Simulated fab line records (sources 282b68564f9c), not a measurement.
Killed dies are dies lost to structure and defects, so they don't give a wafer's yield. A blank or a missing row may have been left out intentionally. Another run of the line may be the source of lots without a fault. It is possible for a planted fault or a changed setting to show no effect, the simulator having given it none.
A lot that was struck, set against a sound lot :: flow rit cmos :: 15 out of 202 route steps
Sound: the wafers L740.2, L740.4, L740.6. Struck: wafers L746.2, L746.3, L746.5. Last of all comes the cause.
Per side, at each step with rows, come the tool, then ch with its chambers, and then its first start. Under that, the readings that differ: sound wafers :: struck wafers :: difference of the means :: sigmas: that difference in standard deviations of wafers without a fault.
alike: same words and numbers on both sides, and readings whose means sit less than 2 such deviations apart. not compared: any withheld reading, any reading some wafer has no value for, any bound like >300 that may hide the same value, and any number with overlapping values for which the record gives no deviation.
Wherever a step has rows on one side only, a row that says differs or no value, or a row with sigmas, the two part there. Numbers that have no deviation but don't overlap get no sigmas and don't part them. A reading missing from all wafers of one side parts the sides only when that side holds two or more wafers.

first, 4 steps without rows for these wafers: RIT_PLDD_SOFTBAKE_02 (time 60 s); RIT_PLDD_EXPOSE_03 (exposes mask M8, target cd 40900 nm); RIT_PLDD_PEB_04; RIT_PLDD_DEVELOP_05 (develop time 50 s).
RIT_PLDD_OVL_MEAS_06:
  sound on overlay-01 at day 4 08:32; struck on overlay-01 at day 5 18:23
  alike: PLDD_OVL
then, 2 steps without rows for these wafers: RIT_PLDD_HARDBAKE_07 (time 60 s); RIT_PLDD_IMPLANT_08.
RIT_PLDD_STRIP_09: strips in O2, time 180 s.
  sound on plasma asher-02 ch 0,1, day 4 08:52; struck on plasma asher-04 ch 0,1, day 5 18:43
  alike: drypump motor current A, rf refl power W
  not compared: rf hours counter h
RIT_PLDD_TW_MEAS_10:
  sound on film metro-04 at day 4 09:03; struck on film metro-04 at day 5 18:55
  alike: PLDD_TW
then, 3 steps without rows for these wafers: RIT_SPACER_CLEAN_00 (cleans in SC1, time 600 s); RIT_SPACER_CLEAN_01 (cleans in dHF, time 30 s); RIT_SPACER_CLEAN_02 (cleans in SC2, time 600 s).
RIT_SPACER_CVD_03: deposits Si3N4 from SiH2Cl2/NH3, target thk 250 nm, time 3300 s.
  sound on lpcvd-01 ch 1, day 4 09:28; struck on lpcvd-01 ch 1, day 5 19:19
reading: spike tc centre C (C)
sound: 813.8 812.8 813.5
struck: 858.2 858.6 859.7
difference: +45.5
sigmas: +25

reading: spike tc load C (C)
sound: 833.2 832.4 833.5
struck: 878.6 876.7 876.8
difference: +44.3
sigmas: +22

reading: spike tc source C (C)
sound: 828.3 828.5 828.7
struck: 874.4 874.8 873.6
difference: +45.8
sigmas: +18

reading: susceptor temp C (C)
sound: 810.0 810.3 810.1
struck: 854.5 854.5 854.8
difference: +44.5
sigmas: +99 or more

reading: model.Si3N4_of_SPACER_CVD_03.thk nm (nm)
sound: 251.8 250.2 250.8
struck: 420.2 419.8 420.4
difference: +169.2
sigmas: 
  alike: sih2cl2 flow sccm
RIT_SPACER_THK_MEAS_04:
  sound on film metro-01 at day 4 12:22; struck on film metro-01 at day 5 21:29
reading: SPACER_NITRIDE_THK (nm)
sound: 251.8 250.1 250.8
struck: 420.3 420.0 419.9
difference: +169.2
sigmas: +81
  not compared: hold
RIT_M1_PROBE_99:
  sound wafers here have rows in the record (prober-01, day 4 23:22); struck ones have none

WHERE THEY PART
First at RIT_SPACER_CVD_03; last, within this record, at RIT_M1_PROBE_99.

WHY: whatever the simulator had introduced
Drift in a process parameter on lpcvd-01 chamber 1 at RIT_SPACER_CVD_03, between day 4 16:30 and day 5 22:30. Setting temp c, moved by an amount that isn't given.
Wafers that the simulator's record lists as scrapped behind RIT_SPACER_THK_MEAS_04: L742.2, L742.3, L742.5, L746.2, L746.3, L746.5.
